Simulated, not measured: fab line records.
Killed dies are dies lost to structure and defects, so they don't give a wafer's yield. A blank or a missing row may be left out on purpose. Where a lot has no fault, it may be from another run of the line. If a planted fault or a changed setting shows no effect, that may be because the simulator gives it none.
fab line records ; flow rit-cmos
record: lots: 14; wafers: 42; last-day: 19
route steps=202 shown GATE@96 M1@202
lots that met no fault: taken from a fault-free run of the same line
start-h: hours from the record's first day to the start of the lot's first wafer shown ; wait-h: hours since the lot's step before ; " the same as in the row above ; L1.1+2: a row that stands for several wafers ; - value missing, or start not given ; * or withheld: withheld ; < > ~ a bound
route shown NAME@n: a module of which the file shows steps, and the number in the route of the first ; usual: mean/standard deviation of fault-free wafers ; same: alike in all rows ; chamber/n: place in a boat ; sites: each site's reading ; _std_site: how widely they spread, as a standard deviation ; _edge_site: the outer-site mean with the inner-site mean subtracted ; radius-mm: for every site, how far away it sits from the centre of the wafer ; mask NAME#n: copy n ; behind: the tool/chamber that last shaped the wafer ; hold: what put the lot on hold/how long, in hours/how the hold closed ; device: names the non-switching transistor (n, p or np) ; end of line: the tests these same wafers got at the end of their route ; where a step has no rows: the recipe by itself ; killed: the dies lost at the first sort to structure and to defects; this is not the yield of the wafer ; map: a wafer's dies, marking killed ones x, the rest . and places with no die _
set.NAME: setting as actually run; set.NAME@STEP: the setting as run at that earlier step ; model.NAME: the simulator's own value behind a step, which no gauge read
one table for each step of the route and one row for each wafer, over a sample of lots
services: a tool's chamber out of use, with start hour (start-h, from the record's first day; less than 0 if before it), hours out, and reason
== steps ==
step: RIT_GATE_STRIP_20
recipe: chemistry: O2; time-s: 180; resist: NOVOLAK; platen-temp-c: withheld; power-w: 500; pressure-mtorr: 4000; o2-flow-sccm: 4000
usual: chamber-pressure-mTorr: 4000/4; drypump-motor-current-A: 5.92/0.26
lot.wafer;tool;chamber;start-h;wait-h;chamber-pressure-mTorr;drypump-motor-current-A;rf-hours-counter-h
L592.1;plasma-asher-01;0;38.47;0.1;3994;5.63;42
L592.2;plasma-asher-01;1;38.47;0.1;4004;6.37;42
L592.5;plasma-asher-01;0;38.47;0.1;4005;5.65;-
L593.1;plasma-asher-04;0;42.04;0.1;3999;6.02;25
L593.3;plasma-asher-04;1;42.04;0.1;3997;6.21;-
L593.4;plasma-asher-04;0;42.04;0.1;4000;6.03;-
L596.1;plasma-asher-02;1;67.78;0.1;3998;5.84;37
L596.2;plasma-asher-02;0;67.78;0.1;4002;5.66;37
L596.5;plasma-asher-02;1;67.78;0.1;4004;5.85;-
L597.1;plasma-asher-02;0;69.27;0.1;4002;5.65;37
L597.4;plasma-asher-02;0;69.27;0.1;4004;5.67;-
L597.5;plasma-asher-02;0;69.27;0.1;3998;5.66;-
L598.1;plasma-asher-01;1;71.47;0.1;3995;6.38;45
L598.2;plasma-asher-01;0;71.47;0.1;4010;5.64;45
L598.4;plasma-asher-01;0;71.47;0.1;3999;5.66;-
L599.2;plasma-asher-04;0;80.36;0.1;4004;6.00;29
L599.5;plasma-asher-04;1;80.36;0.1;4002;6.19;-
L599.6;plasma-asher-04;0;80.36;0.1;4002;6.01;-
L600.1;plasma-asher-02;1;82.49;0.1;3998;5.83;39
L600.4;plasma-asher-02;1;82.49;0.1;4002;5.82;-
L600.5;plasma-asher-02;1;82.49;0.1;4000;5.84;-
L601.1;plasma-asher-01;1;95.03;0.1;3996;6.36;48
L601.2;plasma-asher-01;0;95.03;0.1;3995;5.66;48
L601.4;plasma-asher-01;0;95.03;0.1;3995;5.67;-
L604.1;plasma-asher-04;0;106.35;0.1;-;-;-
L604.2;plasma-asher-04;1;106.35;0.1;-;-;-
L604.5;plasma-asher-04;1;106.35;0.1;-;-;-
L605.1;plasma-asher-02;1;112.26;0.1;-;-;-
L605.4;plasma-asher-02;0;112.26;0.1;-;-;-
L605.6;plasma-asher-02;0;112.26;0.1;-;-;-
L606.2;plasma-asher-02;0;116.86;0.1;4007;5.64;42
L606.4;plasma-asher-02;0;116.86;0.1;3999;5.66;-
L606.5;plasma-asher-02;0;116.86;0.1;4003;5.65;-
L607.2;plasma-asher-02;0;120.23;0.1;4004;5.66;43
L607.4;plasma-asher-02;1;120.23;0.1;4000;5.84;-
L607.6;plasma-asher-02;0;120.23;0.1;3996;5.66;-
L615.2;plasma-asher-01;1;153.46;0.1;3999;6.37;4
L615.5;plasma-asher-01;1;153.46;0.1;4004;6.39;-
L615.6;plasma-asher-01;0;153.46;0.1;4001;5.64;-
L614.2;plasma-asher-04;0;427.79;0.1;4004;6.05;66
L614.4;plasma-asher-04;0;427.79;0.1;3992;6.03;-
L614.5;plasma-asher-04;1;427.79;0.1;4001;6.20;-
step: RIT_M1_PROBE_99
usual: killed-at-contacts: 0.1/0.27; killed-at-front-end: 6/3; killed-dies: 7/3; killed-on-rim: 1.7/1.4; killed-open: 3.1/2; killed-short: 3.4/2
same: gross-dies: 264; killed_at_M0_to_M3: 0; killed_at_M4_up: 0; killed-at-back-side: 0; killed-at-other: 0
lot.wafer;tool;chamber;start-h;wait-h;hold;killed-at-contacts;killed-at-front-end;killed-dies;killed-on-rim;killed-open;killed-short
L592.1;prober-01;-;58.68;0.1;-;1;10;11;3;5;6
L592.2;prober-01;-;58.73;0.1;-;0;6;6;1;5;1
L592.5;prober-01;-;58.88;0.2;-;1;8;9;2;6;3
L593.1;prober-02;-;62.15;0.1;-;0;10;10;5;5;5
L593.3;prober-02;-;62.25;0.2;-;0;3;3;1;1;2
L593.4;prober-02;-;62.30;0.2;-;0;6;6;1;3;3
L596.1;prober-01;-;88.14;0.1;-;0;8;8;4;6;2
L596.2;prober-01;-;88.19;0.1;-;0;4;4;0;2;2
L596.5;prober-01;-;88.34;0.2;-;0;5;5;1;2;3
L597.1;prober-02;-;89.64;0.1;-;0;4;4;0;0;4
L597.4;prober-02;-;89.79;0.2;-;0;5;5;0;3;2
L597.5;prober-02;-;89.84;0.2;-;0;6;6;1;2;4
L598.1;prober-01;-;93.30;0.1;-;0;12;12;4;4;8
L598.2;prober-01;-;93.35;0.1;-;0;3;3;1;1;2
L598.4;prober-01;-;93.45;0.2;-;0;3;3;0;2;1
L599.2;prober-02;-;100.26;0.1;-;0;4;4;2;3;1
L599.5;prober-02;-;100.41;0.2;-;1;4;5;3;2;3
L599.6;prober-02;-;100.46;0.2;-;0;4;4;1;1;3
L600.1;prober-01;-;103.33;0.1;-;0;7;7;1;4;3
L600.4;prober-01;-;103.48;0.2;-;0;8;8;0;3;5
L600.5;prober-01;-;103.53;0.2;-;0;8;8;1;3;5
L601.1;prober-02;-;118.97;0.1;-;0;2;2;1;1;1
L601.2;prober-02;-;119.02;0.1;-;0;5;5;2;3;2
L601.4;prober-02;-;119.12;0.2;-;0;5;5;1;1;4
L604.1;prober-01;-;128.12;0.1;await-dispo/2.6h/scrap;0;264;264;70;4;4
L604.2;prober-01;-;128.17;0.1;await-dispo/2.6h/scrap;0;264;264;70;3;3
L604.5;prober-01;-;128.32;0.2;await-dispo/2.6h/scrap;0;264;264;70;6;2
L605.1;prober-02;-;133.72;0.1;await-dispo/4.3h/scrap;0;264;264;70;0;0
L605.4;prober-02;-;133.87;0.2;await-dispo/4.3h/scrap;0;264;264;70;3;0
L605.6;prober-02;-;133.97;0.2;await-dispo/4.3h/scrap;0;264;264;70;0;2
L606.2;prober-01;-;137.77;0.1;-;0;8;8;1;0;8
L606.4;prober-01;-;137.87;0.2;-;0;15;15;5;6;9
L606.5;prober-01;-;137.92;0.2;-;0;9;9;3;3;6
L607.2;prober-02;-;140.76;0.1;-;0;12;12;4;7;5
L607.4;prober-02;-;140.86;0.2;-;0;8;8;3;4;4
L607.6;prober-02;-;140.96;0.2;-;0;6;6;2;4;2
L615.2;prober-01;-;173.56;0.1;-;0;11;11;1;7;4
L615.5;prober-01;-;173.71;0.2;-;0;5;5;1;3;2
L615.6;prober-01;-;173.76;0.2;-;0;8;8;3;4;4
L614.2;prober-01;-;450.05;0.1;-;0;11;11;2;6;5
L614.4;prober-01;-;450.15;0.2;-;0;6;6;2;3;3
L614.5;prober-01;-;450.20;0.2;-;0;9;9;4;4;5
killed by level:class
L592.1 GATE:geometric-particle:short=4 GATE:geometric-particle:open=2 SPACER:geometric-particle:open=2 FOX2:geometric-particle:short=1 SILICIDE:geometric-particle:short=1 CONTACT:geometric-particle:open=1
L592.2 GATE:geometric-particle:open=3 FOX1:geometric-particle:short=1 FOX1:geometric-particle:open=1 FOX2:geometric-particle:open=1
L592.5 FOX2:geometric-particle:open=2 GATE:geometric-particle:short=2 GATE:geometric-particle:open=2 FOX1:geometric-particle:open=1 SPACER:geometric-particle:short=1 CONTACT:geometric-particle:open=1
L593.1 FOX1:geometric-particle:short=2 FOX1:geometric-particle:open=2 FOX2:geometric-particle:open=1 GATE:geometric-particle:short=1 GATE:geometric-particle:open=1 SPACER:geometric-particle:open=1 SPACER:geometric-particle:short=1 SILICIDE:geometric-particle:short=1
L593.3 FOX1:geometric-particle:open=1 GATE:geometric-particle:short=1 SILICIDE:geometric-particle:short=1
L593.4 FOX1:geometric-particle:open=2 FOX1:geometric-particle:short=1 GATE:geometric-particle:short=1 GATE:geometric-particle:open=1 SILICIDE:geometric-particle:short=1
L596.1 FOX2:geometric-particle:open=2 SPACER:geometric-particle:open=2 FOX1:geometric-particle:open=1 GATE:geometric-particle:open=1 SPACER:geometric-particle:short=1 SILICIDE:geometric-particle:short=1
L596.2 FOX2:geometric-particle:open=1 GATE:geometric-particle:short=1 SPACER:geometric-particle:short=1 SILICIDE:geometric-particle:open=1
L596.5 FOX2:geometric-particle:short=2 GATE:geometric-particle:open=1 SILICIDE:geometric-particle:open=1 SILICIDE:geometric-particle:short=1
L597.1 SILICIDE:geometric-particle:short=2 FOX2:geometric-particle:short=1 SPACER:geometric-particle:short=1
L597.4 FOX2:geometric-particle:open=1 GATE:geometric-particle:open=1 REOX:geometric-particle:short=1 SPACER:geometric-particle:open=1 SPACER:geometric-particle:short=1
L597.5 SPACER:geometric-particle:short=2 FOX1:geometric-particle:short=1 GATE:geometric-particle:short=1 REOX:geometric-particle:open=1 SPACER:geometric-particle:open=1
L598.1 SPACER:geometric-particle:short=5 SPACER:geometric-particle:open=3 FOX1:geometric-particle:short=1 GATE:geometric-particle:short=1 REOX:geometric-particle:short=1 REOX:geometric-particle:open=1
L598.2 GATE:geometric-particle:short=2 GATE:geometric-particle:open=1
L598.4 REOX:geometric-particle:open=1 SPACER:geometric-particle:short=1 SILICIDE:geometric-particle:open=1
L599.2 FOX2:geometric-particle:open=1 GATE:geometric-particle:open=1 GATE:geometric-particle:short=1 SILICIDE:geometric-particle:open=1
L599.5 SPACER:geometric-particle:short=2 GATE:geometric-particle:short=1 SILICIDE:geometric-particle:open=1 CONTACT:geometric-particle:open=1
L599.6 ACTIVE:geometric-particle:short=1 FOX1:geometric-particle:short=1 SPACER:geometric-particle:open=1 SILICIDE:geometric-particle:short=1
L600.1 GATE:geometric-particle:open=3 SPACER:geometric-particle:short=2 FOX2:geometric-particle:short=1 SPACER:geometric-particle:open=1
L600.4 FOX2:geometric-particle:short=2 SPACER:geometric-particle:short=2 FOX2:geometric-particle:open=1 GATE:geometric-particle:short=1 REOX:geometric-particle:open=1 SPACER:geometric-particle:open=1
L600.5 FOX1:geometric-particle:short=1 FOX2:geometric-particle:short=1 GATE:geometric-particle:short=1 GATE:geometric-particle:open=1 SPACER:geometric-particle:short=1 SPACER:geometric-particle:open=1 SILICIDE:geometric-particle:open=1 SILICIDE:geometric-particle:short=1
L601.1 GATE:geometric-particle:short=1 SILICIDE:geometric-particle:open=1
L601.2 GATE:geometric-particle:short=1 GATE:geometric-particle:open=1 REOX:geometric-particle:short=1 REOX:geometric-particle:open=1 SILICIDE:geometric-particle:open=1
L601.4 GATE:geometric-particle:short=4 FOX1:geometric-particle:open=1
L604.1 REOX:area-oxidation=256 GATE:geometric-particle:open=3 REOX:geometric-particle:short=2 FOX1:geometric-particle:open=1 FOX2:geometric-particle:short=1 GATE:geometric-particle:short=1
L604.2 REOX:area-oxidation=258 GATE:geometric-particle:short=2 GATE:geometric-particle:open=2 REOX:geometric-particle:open=1 REOX:geometric-particle:short=1
L604.5 REOX:area-oxidation=256 REOX:geometric-particle:open=3 GATE:geometric-particle:open=2 GATE:geometric-particle:short=1 SPACER:geometric-particle:short=1 SILICIDE:geometric-particle:open=1
L605.1 REOX:area-oxidation=264
L605.4 REOX:area-oxidation=261 SPACER:geometric-particle:open=2 GATE:geometric-particle:open=1
L605.6 REOX:area-oxidation=262 FOX1:geometric-particle:short=1 REOX:geometric-particle:short=1
L606.2 FOX1:geometric-particle:short=3 GATE:geometric-particle:short=3 FOX2:geometric-particle:short=1 REOX:geometric-particle:short=1
L606.4 GATE:geometric-particle:short=6 FOX1:geometric-particle:open=2 REOX:geometric-particle:open=2 FOX2:geometric-particle:short=1 GATE:geometric-particle:open=1 SPACER:geometric-particle:short=1 SPACER:geometric-particle:open=1 SILICIDE:geometric-particle:short=1
L606.5 FOX1:geometric-particle:short=3 FOX1:geometric-particle:open=2 GATE:geometric-particle:open=1 GATE:geometric-particle:short=1 REOX:geometric-particle:short=1 SPACER:geometric-particle:short=1
L607.2 GATE:geometric-particle:open=3 FOX1:geometric-particle:open=2 GATE:geometric-particle:short=2 REOX:geometric-particle:short=2 FOX2:geometric-particle:open=1 REOX:geometric-particle:open=1 SPACER:geometric-particle:short=1
L607.4 GATE:geometric-particle:short=2 REOX:geometric-particle:short=2 FOX1:geometric-particle:open=1 GATE:geometric-particle:open=1 REOX:geometric-particle:open=1 SPACER:geometric-particle:open=1
L607.6 FOX1:geometric-particle:open=1 GATE:geometric-particle:open=1 GATE:geometric-particle:short=1 REOX:geometric-particle:short=1 SPACER:geometric-particle:open=1 SILICIDE:geometric-particle:open=1
L615.2 GATE:geometric-particle:open=4 GATE:geometric-particle:short=3 FOX2:geometric-particle:open=1 REOX:geometric-particle:short=1 REOX:geometric-particle:open=1 SPACER:geometric-particle:open=1
L615.5 REOX:geometric-particle:short=2 FOX2:geometric-particle:open=1 GATE:geometric-particle:open=1 REOX:geometric-particle:open=1
L615.6 GATE:geometric-particle:short=2 GATE:geometric-particle:open=2 REOX:geometric-particle:open=2 REOX:geometric-particle:short=1 SILICIDE:geometric-particle:short=1
L614.2 GATE:geometric-particle:open=3 FOX2:geometric-particle:short=2 FOX2:geometric-particle:open=2 FOX1:geometric-particle:short=1 GATE:geometric-particle:short=1 SPACER:geometric-particle:short=1 SILICIDE:geometric-particle:open=1
L614.4 FOX2:geometric-particle:open=2 ACTIVE:geometric-particle:short=1 FOX1:geometric-particle:open=1 FOX1:geometric-particle:short=1 SILICIDE:geometric-particle:short=1
L614.5 GATE:geometric-particle:short=3 REOX:geometric-particle:short=2 ACTIVE:geometric-particle:open=1 FOX1:geometric-particle:open=1 REOX:geometric-particle:open=1 SPACER:geometric-particle:open=1
== services ==
tool;chamber;start-h;hours;kind
plasma-asher-01;-;15.18;0.6;repair
plasma-asher-02;-;26.21;1.6;repair
plasma-asher-02;-;105.02;4.3;repair
plasma-asher-01;-;108.75;9.0;pm
plasma-asher-01;0;108.75;9.0;vent-cycle
plasma-asher-01;1;108.75;9.0;vent-cycle
plasma-asher-01;0;117.75;-;clean
plasma-asher-01;1;117.75;-;clean
plasma-asher-02;-;135.24;0.7;repair
plasma-asher-04;-;162.32;2.8;pm
plasma-asher-01;-;260.83;2.8;pm
plasma-asher-01;-;279.26;0.9;repair
plasma-asher-02;-;420.17;1.0;repair
plasma-asher-02;-;421.25;9.0;pm
plasma-asher-02;0;421.25;9.0;vent-cycle
plasma-asher-02;1;421.25;9.0;vent-cycle
== key ==
first-sign: step: RIT_GATE_STRIP_20; reading: tool-record; direction: missing
effect: step: RIT_M1_PROBE_99; reading: killed-at-front-end; direction: up; sigmas: 85; usual: 6; struck: 264
more-kills-born-at: RIT_REOX_OXIDATION_03@furnace-04: 787; RIT_REOX_OXIDATION_03@furnace-01: 770
met-at RIT_GATE_STRIP_20
struck-lots L604,L605
later-rows-left-out L604.1,L604.2,L604.5,L605.1,L605.4,L605.6
tester-left-out L604,L605
onset-between 82.49 106.35
fault: kind: skipped-step-whole; tool: plasma-asher-02,plasma-asher-04; chamber: -; onset-h: 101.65; steps: RIT_GATE_STRIP_20; scope: struck-lots-only
tester-left-out: of these lots the tester's yield and bins aren't shown, on N5 and GAA mostly nor the transistor test; their killed dies are dies lost to structure and defects alone, not to doping, threshold or leakage, so they don't give the yield
later-rows-left-out: the simulator's readings of these wafers behind a module that went badly wrong aren't trusted and aren't shown, but for the sort
